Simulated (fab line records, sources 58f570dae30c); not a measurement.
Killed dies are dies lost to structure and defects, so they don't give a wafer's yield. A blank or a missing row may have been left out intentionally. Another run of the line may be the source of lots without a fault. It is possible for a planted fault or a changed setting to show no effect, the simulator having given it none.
Struck lot and sound lot, side by side ; flow berkeley cmos170 ; 15 steps out of a route of 331
Sound: these wafers, L781.2, L781.4, L781.6. Wafers struck: L796.1, L796.4, L796.5. The cause is given at the end.
At each step with rows: each side's tool, then ch and its chambers, then its first start. Under that, the readings that differ: sound wafers ; struck wafers ; difference of the means ; sigmas: that difference in standard deviations of wafers without a fault.
alike: readings with means less than 2 such deviations apart, plus words and numbers identical on both sides. not compared: withheld readings, readings lacking a value on some wafer, bounds such as >300 that could conceal the same value, and numbers that have no deviation in the record and whose values overlap.
A row with sigmas, a row that says differs or no value, or rows on one side alone: a step with any of these is where the two part. When numbers do not overlap yet have no deviation, they are printed without sigmas and do not part them. A reading that every wafer of one side lacks parts them only if that side has two wafers or more.

first, 2 steps without rows for these wafers: UCB170_M3_COAT_05 (resist thk 900 nm); UCB170_M3_SOFTBAKE_06 (time 60 s).
UCB170_M3_STRIP_07: strips in O2.
  sound on plasma asher-01 ch 0,1, day 8 07:19; struck on plasma asher-04 ch 0,1, day 10 14:11
  alike: chamber pressure mTorr, drypump motor current A, oes product au, strip time to endpoint s
  not compared: rf hours counter h
then, 7 steps without rows for these wafers: UCB170_M3_STRIP_08 (strips KrF in DMSO, time 600 s); UCB170_M3_COAT_09; UCB170_M3_COAT_10 (resist thk 900 nm); UCB170_M3_SOFTBAKE_11 (time 60 s); UCB170_M3_EXPOSE_12 (exposes mask METAL3, target cd 700 nm); UCB170_M3_PEB_13; UCB170_M3_DEVELOP_14 (develop time 45 s).
UCB170_M3_CD_MEAS_15 targets a cd of 700 nm.
  sound on cd sem-02, day 8 09:31; struck on cd sem-01, day 10 15:25
  alike: cd nm
UCB170_M3_OVL_MEAS_16:
  sound on overlay-02, day 8 09:37; struck on overlay-01, day 10 15:32
  alike: M3_OVL
UCB170_M3_ETCH_17: etches BARC in N2/H2.
  sound on rie diel-02 ch 0,1,2, day 8 09:39; struck on rie diel-04 ch 1,3, day 10 15:35
reading;sound;struck;difference;sigmas
chamber pressure mTorr (mTorr);30.057 30.016 30.004;29.969 29.946 29.997;-0.055;-2
oes product au (a.u.);0.982 1.004 0.962;0.805 0.797 0.795;-0.184;-11
  alike: drypump motor current A, h2 flow sccm, throttle valve pct
UCB170_M3_METAL_ETCH_18: etches Al in Cl2/BCl3, stops on SiO2, target depth 1170 nm, time 195 s.
  sound on rie metal-03 ch 0,1, day 8 09:41; struck on rie metal-03 ch 0, day 10 15:37
  alike: chamber pressure mTorr, drypump motor current A, oes product au, throttle valve pct
  not compared: rf hours counter h
UCB170_M3_PROBE_99:
  rows exist in the record for the struck wafers here (prober-02, day 10 16:10), but not for the sound ones

## WHERE THEY PART
Last at UCB170_M3_PROBE_99 as far as this record goes, first at UCB170_M3_ETCH_17.

WHY: what had been put in by the simulator
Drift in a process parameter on rie diel-04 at UCB170_M3_ETCH_17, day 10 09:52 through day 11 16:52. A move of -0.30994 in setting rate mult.
